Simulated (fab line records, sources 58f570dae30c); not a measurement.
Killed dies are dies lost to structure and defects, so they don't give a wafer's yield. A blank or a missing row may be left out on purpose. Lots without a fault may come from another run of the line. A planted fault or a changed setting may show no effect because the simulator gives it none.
A struck lot beside a sound one | flow berkeley_cmos170 | 44 steps out of a route of 331
Sound: wafers L687.2, L687.4, L687.5. Struck: wafers L696.1, L696.3, L696.6. The cause comes at the end.
At each step with rows: each side's tool, then ch and its chambers, then its first start. Under that, the readings that differ: sound wafers | struck wafers | difference of the means | sigmas: that difference in standard deviations of wafers without a fault.
alike: readings whose means differ by less than 2 such deviations, and words and numbers that are the same on both sides. not compared: withheld readings, readings that some wafer has no value for, bounds like >300 that may hide the same value, and numbers for which the record gives no deviation and whose values overlap.
The two part at a step that has a row with sigmas, a row that says differs or no value, or rows on one side only. Numbers that don't overlap but have no deviation are shown without sigmas and don't part them. A reading that every wafer of one side lacks parts them only if that side has two wafers or more.

UCB170_GATE_STRIP_16: strips in O2.
  sound on plasma_asher-02 ch 0, day 7 21:31; struck on plasma_asher-03 ch 0, day 9 10:19
  alike: drypump_motor_current_A, oes_product_au
  not compared: rf_hours_counter_h
UCB170_GATE_CD_MEAS_90: target cd 350 nm.
  sound on cd_sem-02, day 7 21:38; struck on cd_sem-02, day 9 10:25
  alike: cd_nm
then, 7 steps without rows for these wafers: UCB170_GATE_CLEAN_17 (cleans in SPM, time 600 s); UCB170_PLDD_HMDS_00 (prime time 60 s); UCB170_PLDD_COAT_01 (resist thk 900 nm); UCB170_PLDD_SOFTBAKE_02 (time 60 s); UCB170_PLDD_EXPOSE_03 (exposes mask PSELECT, target cd 1200 nm); UCB170_PLDD_PEB_04; UCB170_PLDD_DEVELOP_05 (develop time 45 s).
UCB170_PLDD_CD_MEAS_06: target cd 1200 nm.
  sound on cd_sem-02, day 7 23:34; struck on cd_sem-01, day 9 13:07
  alike: cd_nm
UCB170_PLDD_OVL_MEAS_07:
  sound on overlay-02, day 7 23:41; struck on overlay-01, day 9 13:14
  alike: PLDD_OVL
then, 1 step without rows for these wafers: UCB170_PLDD_IMPLANT_08.
UCB170_PLDD_IMPLANT_09:
  sound on implanter-01 ch 0, day 7 23:53; struck on implanter-01 ch 0, day 9 13:44
UCB170_PLDD_STRIP_10: strips in O2.
  sound on plasma_asher-02 ch 1, day 8 00:01; struck on plasma_asher-01 ch 0,1, day 9 13:56
  alike: drypump_motor_current_A, oes_product_au, strip_time_to_endpoint_s
  not compared: rf_hours_counter_h
UCB170_PLDD_TW_MEAS_11:
  sound on film_metro-01, day 8 00:07; struck on film_metro-02, day 9 14:02
  reading | sound       | struck         | difference | sigmas
  PLDD_TW | 994 996 995 | 1150 1138 1145 | +149       | +19
then, 7 steps without rows for these wafers: UCB170_PLDD_CLEAN_12 (cleans in SPM, time 600 s); UCB170_NLDD_HMDS_00 (prime time 60 s); UCB170_NLDD_COAT_01 (resist thk 900 nm); UCB170_NLDD_SOFTBAKE_02 (time 60 s); UCB170_NLDD_EXPOSE_03 (exposes mask NSELECT, target cd 1200 nm); UCB170_NLDD_PEB_04; UCB170_NLDD_DEVELOP_05 (develop time 45 s).
UCB170_NLDD_CD_MEAS_06: target cd 1200 nm.
  sound on cd_sem-01, day 8 02:18; struck on cd_sem-02, day 9 16:13
  alike: cd_nm
UCB170_NLDD_OVL_MEAS_07:
  sound on overlay-01, day 8 02:24; struck on overlay-01, day 9 16:20
  alike: NLDD_OVL
then, 2 steps without rows for these wafers: UCB170_NLDD_IMPLANT_08; UCB170_NLDD_IMPLANT_09.
UCB170_NLDD_STRIP_10: strips in O2.
  sound on plasma_asher-04 ch 0,1, day 8 02:44; struck on plasma_asher-04 ch 0,1, day 9 16:41
  alike: drypump_motor_current_A, oes_product_au, strip_time_to_endpoint_s
  not compared: rf_hours_counter_h
UCB170_NLDD_TW_MEAS_11:
  sound on film_metro-03, day 8 02:50; struck on film_metro-02, day 9 16:47
  alike: NLDD_TW
then, 1 step without rows for these wafers: UCB170_NLDD_CLEAN_12 (cleans in SPM, time 600 s).
UCB170_SPACER_CVD_00: deposits SiO2 from TEOS/O2, target thk 376 nm, time 47 s.
  sound on pecvd-04 ch 0,1,2, day 8 03:04; struck on pecvd-03 ch 0,1, day 9 17:09
  alike: heater_power_w
UCB170_SPACER_THK_MEAS_01:
  sound on film_metro-04, day 8 03:07; struck on film_metro-01, day 9 17:12
  reading              | sound       | struck      | difference | sigmas
  SPACER_TEOS_THK (nm) | 377 383 393 | 376 362 371 | -15        | -2
then, 1 step without rows for these wafers: UCB170_SPACER_ANNEAL_02 (time 1800 s).
UCB170_SPACER_ETCHBACK_03: etches SiO2 in CHF3/CF4/Ar, stops on Si, target depth 376 nm, time 100 s.
  sound on rie_diel-02 ch 1,2, day 8 07:42; struck on rie_diel-04 ch 1,2,3, day 9 21:33
  alike: drypump_motor_current_A, oes_product_au, throttle_valve_pct
  not compared: rf_hours_counter_h
then, 6 steps without rows for these wafers: UCB170_PSD_HMDS_00 (prime time 60 s); UCB170_PSD_COAT_01 (resist thk 900 nm); UCB170_PSD_SOFTBAKE_02 (time 60 s); UCB170_PSD_EXPOSE_03 (exposes mask PSELECT MOD, target cd 1200 nm); UCB170_PSD_PEB_04; UCB170_PSD_DEVELOP_05 (develop time 45 s).
UCB170_PSD_CD_MEAS_06: target cd 1200 nm.
  sound on cd_sem-02, day 8 09:20; struck on cd_sem-01, day 9 23:04
  alike: cd_nm
UCB170_PSD_OVL_MEAS_07:
  sound on overlay-01, day 8 09:27; struck on overlay-02, day 9 23:11
  alike: PSD_OVL
then, 1 step without rows for these wafers: UCB170_PSD_IMPLANT_08.
UCB170_SDANNEAL_RS_MEAS_04: measures by four-point-probe.
  sound on film_metro-02, day 8 13:20; struck on film_metro-01, day 10 02:37
  reading          | sound                | struck            | difference | sigmas
  PLDD_RS (ohm/sq) | 1035.3 1033.2 1031.1 | 753.7 754.6 755.5 | -278.6     | -99 or more
UCB170_M3_PROBE_99:
  the record has rows for the sound wafers here (prober-01, day 9 10:15) and none for the struck ones

WHERE THEY PART
First at UCB170_PLDD_TW_MEAS_11; last, within this record, at UCB170_M3_PROBE_99.

WHY: what the simulator had put in
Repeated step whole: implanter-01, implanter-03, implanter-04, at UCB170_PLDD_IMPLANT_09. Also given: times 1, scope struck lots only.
